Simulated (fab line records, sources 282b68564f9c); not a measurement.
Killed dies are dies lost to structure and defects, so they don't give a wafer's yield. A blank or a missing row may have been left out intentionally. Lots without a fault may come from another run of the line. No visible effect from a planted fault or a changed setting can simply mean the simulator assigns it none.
What tool caused it? + flow rit cmos + 6 lots with 18 wafers sampled at 2 steps, on a route of 202 steps

== WHAT EACH GAUGE READ, for each wafer ==
RIT_PRETRO_TW_MEAS_10.
| lot  | measured    | on            | PRETRO_TW         |
|------|-------------|---------------|-------------------|
| L751 | day 2 11:55 | film metro-04 | 477.6 478.4 477.5 |
| L753 | day 2 23:10 | film metro-03 | 471.8 470.0 471.6 |
| L755 | day 3 10:17 | film metro-01 | 472.2 476.1 473.3 |
| L757 | day 3 19:17 | film metro-03 | 29.7 29.7 29.7    |
| L765 | day 5 12:44 | film metro-03 | 473.6 475.4 475.2 |
| L772 | day 6 22:09 | film metro-03 | 470.0 469.9 472.0 |

== WHICH TOOL RAN EACH LOT (tool, then ch and the chambers of the sampled wafers, then the start) ==
| lot  | RIT_NRETRO_STRIP_09                 |
|------|-------------------------------------|
| L751 | plasma asher-02 ch 0,1, day 2 10:11 |
| L753 | plasma asher-03 ch 0,1, day 2 21:26 |
| L755 | plasma asher-03 ch 0,1, day 3 08:32 |
| L757 | plasma asher-04 ch 0,1, day 3 17:26 |
| L765 | plasma asher-02 ch 0, day 5 10:57   |
| L772 | plasma asher-03 ch 0,1, day 6 20:25 |
- RIT_NRETRO_STRIP_09: strips in O2, time 180 s.

== THE ANSWER, worked out from the rows above alone ==
Rule: usual is defined by the lots themselves. Put in order of their means at a reading, lots are off if they are a third of the lots or fewer, leave a main group of 4 or more, and stand apart from it by a gap of 3 or more times the standard deviation of the main group's means; of several such gaps the widest counts. The tables above print the reading to a certain number of digits; a main group whose means all agree to those digits is not used. Also off: a lot with no number at a reading for which 4 or more lots have one. Where the step has rows for the other lots, those lots are counted as sound.
Off: L757, seen at RIT_PRETRO_TW_MEAS_10 (PRETRO_TW). The main group has a mean of 473.6 with a standard deviation of 2.6.
A tool fits if, at a process step before that reading, it ran every lot that is off, and no sound lot after the first of them. Gauges at RIT_PRETRO_TW_MEAS_10: tried the same way as those tools. One candidate fits, namely plasma asher-04 at RIT_NRETRO_STRIP_09. It ran no sound lot before its first lot that is off in this sample, so the start can't be narrowed down.

== WHAT HAD BEEN PUT IN BY THE SIMULATOR ==
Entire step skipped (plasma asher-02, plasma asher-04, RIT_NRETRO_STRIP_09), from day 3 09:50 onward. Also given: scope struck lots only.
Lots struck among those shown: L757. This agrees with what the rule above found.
